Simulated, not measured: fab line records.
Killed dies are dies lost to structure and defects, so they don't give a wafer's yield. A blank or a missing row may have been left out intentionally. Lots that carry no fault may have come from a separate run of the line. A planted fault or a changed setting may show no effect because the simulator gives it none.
Comparing a struck lot with a sound one ; flow ritCmos ; 15 out of 202 route steps
Sound: the wafers L923.1, L923.2, L923.5. Wafers struck: L934.1, L934.2, L934.3. The cause is given at the end.
For every step that has rows: the tool of each side, followed by ch and its chambers, followed by its first start. Under that, the readings that differ: sound wafers ; struck wafers ; difference of the means ; sigmas: that difference in standard deviations of wafers without a fault.
alike: readings with means less than 2 such deviations apart, plus words and numbers identical on both sides. not compared: withheld readings, readings lacking a value on some wafer, bounds such as >300 that could conceal the same value, and numbers that have no deviation in the record and whose values overlap.
A row with sigmas, a row that says differs or no value, or rows on one side alone: a step with any of these is where the two part. Non-overlapping numbers with no deviation appear without sigmas and do not part them. A reading that every wafer of one side lacks parts them only if that side has two wafers or more.

RIT_GATE_THK_MEAS_07:
  sound on filmMetro-03 at day 4 00:35; struck on filmMetro-04 at day 5 21:44
  alike: GATE_OXIDE_THK
then, 1 step without rows for these wafers: RIT_GATE_CVD_08 (deposits poly-Si from SiH4, target thk 250 nm, time 2220 s).
RIT_GATE_THK_MEAS_09:
  sound on filmMetro-02 at day 4 02:16; struck on filmMetro-03 at day 5 23:24
  alike: GATE_POLY_THK
then, 6 steps without rows for these wafers: RIT_GATE_HMDS_10 (prime time 60 s); RIT_GATE_COAT_11 (resist thk 850 nm); RIT_GATE_SOFTBAKE_12 (time 60 s); RIT_GATE_EXPOSE_13 (exposes mask M6, target cd 150 nm); RIT_GATE_PEB_14; RIT_GATE_DEVELOP_15 (develop time 50 s).
RIT_GATE_CD_MEAS_16: the cd target is 150 nm.
  sound on cdSem-01 at day 4 03:11; struck on cdSem-02 at day 6 00:19
  alike: cdNm
RIT_GATE_OVL_MEAS_17:
  sound on overlay-01 at day 4 03:18; struck on overlay-01 at day 6 00:26
  alike: GATE_OVL
then, 1 step without rows for these wafers: RIT_GATE_HARDBAKE_18 (time 60 s).
RIT_GATE_ETCH_19: etches poly-Si in SF6/CHF3/O2, stops on SiO2, time 165 s, target depth 312.5 nm.
  sound on rieSi-02 ch 0,2, day 4 03:29; struck on rieSi-01 ch 1,2,3, day 6 00:37
reading;sound;struck;difference;sigmas
oesProductAu (a.u.);0.843 0.862 0.862;0.722 0.733 0.709;-0.134;-10
runLengthS (s);193.4 193.2 192.8;238.9 239.9 239.9;+46.4;+99 or more
model.NOVOLAK_of_GATE_COAT_11.thkNm (nm);666.2 668.8 668.8;648 645.1 644.9;-22;
  alike: drypumpMotorCurrentA, throttleValvePct
  not compared: rfHoursCounterH
RIT_GATE_STRIP_20: strips in O2, time 180 s.
  sound on plasmaAsher-01 ch 0,1, day 4 03:35; struck on plasmaAsher-04 ch 0,1, day 6 00:44
  alike: drypumpMotorCurrentA
  not compared: rfHoursCounterH
RIT_M1_PROBE_99:
  sound on prober-02 at day 5 02:39; struck on prober-01 at day 6 22:41
reading;sound;struck;difference;sigmas
model.etest.pmosTurned.rOnOhmUm;3612 3856 3641;3046 3001 3056;-669;
model.etest.pmos_0p3.rOnOhmUm;6422 6752 6638;5907 5906 5942;-686;
model.etest.pmos_0p15.rOnOhmUm;2866 3026 2927;2509 2464 2518;-443;
model.etest.pmos_0p15.driveUaUm;244.6 228.3 237.9;292.4 293.5 290.4;+55.2;
model.etest.pmosTurned.driveUaUm;175.2 161.9 177.5;226.7 225.3 225;+54.1;
model.etest.nmosTurned.driveUaUm;311.1 290.9 318.6;360.8 359 358.7;+52.6;
model.etest.nmos_0p15.driveUaUm;463.2 438.7 451.5;489.1 493 487.8;+38.8;
model.etest.pwellPinched.rsOhmSq;458.5 464.1 465;484.1 476.1 472.9;+15.2;
  alike: killedAtFrontEnd, killedDies, killedOpen, killedShort

WHERE THEY PART
Only at RIT_GATE_ETCH_19, as far as this record shows. Later steps at which nothing parts them and some readings are alike: RIT_GATE_STRIP_20, RIT_M1_PROBE_99.

WHY: what the simulator had put in
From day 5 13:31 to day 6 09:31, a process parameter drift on rieSi-01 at RIT_GATE_ETCH_19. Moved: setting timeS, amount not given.
